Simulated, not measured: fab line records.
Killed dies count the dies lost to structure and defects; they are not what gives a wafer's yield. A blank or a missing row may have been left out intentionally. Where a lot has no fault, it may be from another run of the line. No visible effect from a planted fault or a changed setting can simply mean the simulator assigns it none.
What tool caused it?    flow berkeley_cmos170    15 lots with 45 wafers sampled at 5 steps, on a route of 331 steps

== WHAT THE GAUGES READ, wafer by wafer ==
UCB170_PWELL_OVL_MEAS_13. Usual: for PWELL_OVL the level is -1 nm and the standard deviation is 5.5.
lot   measured     on          PWELL_OVL (nm)  flag
L516  day 3 08:43  overlay-01  9 9 7           
L517  day 3 16:40  overlay-01  -1 -6 -3        
L518  day 3 20:18  overlay-02  -4 -6 -10       
L520  day 4 01:17  overlay-01  -7 -6 -4        
L523  day 4 16:13  overlay-02  -4 -2 -3        
L524  day 5 03:19  overlay-02  9 1 3           
L525  day 5 09:47  overlay-02  -15 -15 -10     
L527  day 5 20:04  overlay-02  0 -7 2          
L528  day 6 00:38  overlay-01  -8 -8 -16       
L529  day 6 09:50  overlay-01  -5 0 -1         
L531  day 6 10:22  overlay-02  0 -4 -6         
L532  day 6 17:25  overlay-01  0 -2 -3         
L534  day 7 02:04  overlay-01  -2 0 4          
L535  day 7 05:19  overlay-01  3 6 6           
L533  day 7 05:29  overlay-01  -1 8 5          

UCB170_PSD_OVL_MEAS_07. Usual: for PSD_OVL the level is -3 nm and the standard deviation is 5.2.
lot   measured      on          PSD_OVL (nm)    flag
L516  day 6 14:02   overlay-01  -2 -10 -8       
L517  day 7 00:42   overlay-01  2 -9 -2         
L518  day 7 05:14   overlay-02  -8 4 5          
L520  day 7 15:04   overlay-01  -5 -3 -6        
L523  day 8 08:09   overlay-02  0 -8 -3         
L524  day 9 03:12   overlay-02  1 -6 2          
L525  day 9 02:58   overlay-01  -157 -161 -168  OFF
L527  day 9 08:25   overlay-01  -5 -3 1         
L528  day 9 17:27   overlay-02  -158 -165 -158  OFF
L529  day 10 01:53  overlay-02  -161 -161 -165  OFF
L531  day 10 18:47  overlay-01  3 6 7           
L532  day 10 19:04  overlay-02  0 2 -4          
L534  day 10 19:11  overlay-01  5 1 5           
L535  day 10 19:28  overlay-01  -5 -6 -6        
L533  day 10 19:13  overlay-02  5 -3 -3         

UCB170_NSD_CD_MEAS_06: target cd 1200 nm. Usual: cd_nm reads 1199.8 nm (standard deviation 1.3).
lot   measured      on         cd_nm (nm)            flag
L516  day 6 17:47   cd_sem-02  1202.4 1201.9 1201.7  
L517  day 7 04:19   cd_sem-02  1199.0 1198.5 1199.3  
L518  day 7 06:38   cd_sem-02  1200.2 1199.8 1199.4  
L520  day 7 16:40   cd_sem-01  1201.2 1200.7 1200.9  
L523  day 8 09:38   cd_sem-01  1200.3 1201.9 1200.5  
L524  day 9 04:43   cd_sem-01  1202.0 1201.4 1201.5  
L525  day 9 04:21   cd_sem-02  1199.7 1201.5 1198.9  
L527  day 9 10:08   cd_sem-01  1198.2 1197.3 1200.1  
L528  day 9 19:10   cd_sem-01  1200.3 1200.6 1199.4  
L529  day 10 04:07  cd_sem-02  1198.9 1198.5 1198.5  
L531  day 10 20:29  cd_sem-01  1200.1 1200.3 1198.1  
L532  day 10 20:49  cd_sem-01  1199.0 1198.6 1199.3  
L534  day 10 21:16  cd_sem-01  1200.2 1199.6 1200.3  
L535  day 10 21:45  cd_sem-02  1199.8 1199.9 1199.5  
L533  day 10 21:30  cd_sem-02  1199.6 1200.3 1199.7  

== WHAT TOOL EACH LOT RAN ON (gives the tool, then ch and the chambers of the sampled wafers, and finally the start) ==
lot   UCB170_NLDD_STRIP_10                  UCB170_PSD_EXPOSE_03
L516  plasma_asher-04 ch 0,1, day 6 09:20   krf_scanner-02 ch 0, day 6 13:19
L517  plasma_asher-01 ch 0,1, day 6 19:05   krf_scanner-02 ch 0, day 6 23:52
L518  plasma_asher-04 ch 0,1, day 6 23:27   krf_scanner-01 ch 0, day 7 04:32
L520  plasma_asher-04 ch 0,1, day 7 09:53   krf_scanner-02 ch 0, day 7 14:29
L523  plasma_asher-03 ch 0,1, day 7 21:38   krf_scanner-02 ch 0, day 8 07:38
L524  plasma_asher-04 ch 0, day 8 18:18     krf_scanner-02 ch 0, day 9 02:42
L525  plasma_asher-04 ch 0,1, day 8 18:01   krf_scanner-01 ch 0, day 9 02:28
L527  plasma_asher-04 ch 0,1, day 9 00:59   krf_scanner-02 ch 0, day 9 07:39
L528  plasma_asher-04 ch 0,1, day 9 10:00   krf_scanner-01 ch 0, day 9 16:55
L529  plasma_asher-03 ch 0,1, day 9 21:05   krf_scanner-01 ch 0, day 10 01:22
L531  plasma_asher-01 ch 0,1, day 10 11:16  krf_scanner-02 ch 0, day 10 17:47
L532  plasma_asher-01 ch 0,1, day 10 11:51  krf_scanner-02 ch 0, day 10 17:58
L534  plasma_asher-04 ch 0,1, day 10 11:43  krf_scanner-02 ch 0, day 10 18:02
L535  plasma_asher-03 ch 0,1, day 10 12:32  krf_scanner-02 ch 0, day 10 18:20
L533  plasma_asher-04 ch 0,1, day 10 12:16  krf_scanner-02 ch 0, day 10 18:09
- UCB170_NLDD_STRIP_10: strips in O2.
- UCB170_PSD_EXPOSE_03: exposes mask PSELECT MOD, target cd 1200 nm.

== AS READ BY THE TOOLS THEMSELVES (means over the sampled wafers that have a number; for cases with no such wafer, the mark the record gives instead) ==
UCB170_NLDD_STRIP_10. Usual: drypump_motor_current_A 5.5 A, standard deviation 0.59; oes_product_au 0.734 a.u., standard deviation 0.0042; strip_time_to_endpoint_s 21.87 s, standard deviation 0.059.
lot   tool             drypump_motor_current_A (A)  oes_product_au (a.u.)  strip_time_to_endpoint_s (s)  flag
L516  plasma_asher-04  5.1                          0.732                  21.86                         
L517  plasma_asher-01  5.4                          0.732                  21.96                         
L518  plasma_asher-04  5.1                          0.737                  21.88                         
L520  plasma_asher-04  5.1                          0.729                  21.82                         
L523  plasma_asher-03  6.4                          0.734                  21.90                         
L524  plasma_asher-04  5.2                          0.730                  21.84                         
L525  plasma_asher-04  5.1                          0.734                  21.88                         
L527  plasma_asher-04  5.0                          0.734                  21.87                         
L528  plasma_asher-04  5.1                          0.732                  21.82                         
L529  plasma_asher-03  6.5                          0.736                  21.96                         
L531  plasma_asher-01  5.6                          0.739                  21.93                         
L532  plasma_asher-01  5.4                          0.734                  21.80                         
L534  plasma_asher-04  5.1                          0.733                  21.90                         
L535  plasma_asher-03  6.4                          0.736                  21.87                         
L533  plasma_asher-04  5.1                          0.731                  21.86                         

UCB170_PSD_EXPOSE_03. Usual: exposure_dose_mJ_cm2 reads 29.51 (standard deviation 0.033).
lot   tool            exposure_dose_mJ_cm2  flag
L516  krf_scanner-02  29.54                 
L517  krf_scanner-02  29.46                 
L518  krf_scanner-01  29.48                 
L520  krf_scanner-02  29.54                 
L523  krf_scanner-02  29.52                 
L524  krf_scanner-02  29.52                 
L525  krf_scanner-01  29.51                 
L527  krf_scanner-02  29.52                 
L528  krf_scanner-01  29.53                 
L529  krf_scanner-01  29.49                 
L531  krf_scanner-02  29.51                 
L532  krf_scanner-02  29.54                 
L534  krf_scanner-02  29.51                 
L535  krf_scanner-02  29.55                 
L533  krf_scanner-02  29.49                 

== THE ANSWER, worked out from the rows above alone ==
Rule: a lot counts as off when the mean over its wafers that have a number is more than 3 standard deviations away from the usual mean. A lot without any number at a reading at which 4 lots or more have one is off too. All remaining lots with rows at the step are treated as sound. Order of review: gauges by route order, followed by the tools' own readings, for which a lot's mean as printed above is used. At the first step where some lot is off, the reading lying furthest off is the one used; lots without a number count as furthest.
Off: L525, L528, L529, at UCB170_PSD_OVL_MEAS_07 (PSD_OVL).
If a tool, at a process step before that reading, ran all the lots that are off and no sound lot after the first of them, it fits. The gauges at UCB170_PSD_OVL_MEAS_07 are tried like those tools. One fits: UCB170_PSD_EXPOSE_03 on krf_scanner-01. A fault onset in the window from L518 (day 7 04:32, its last sound lot) to L525 (day 9 02:28, its first lot off) fits.

== WHAT THE SIMULATOR HAD PUT IN ==
Scanner matching overlay: krf_scanner-01, from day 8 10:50 on, at UCB170_PSD_EXPOSE_03. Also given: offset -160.
Lots struck among those shown: L525, L528, L529. The rule above reached the same finding.
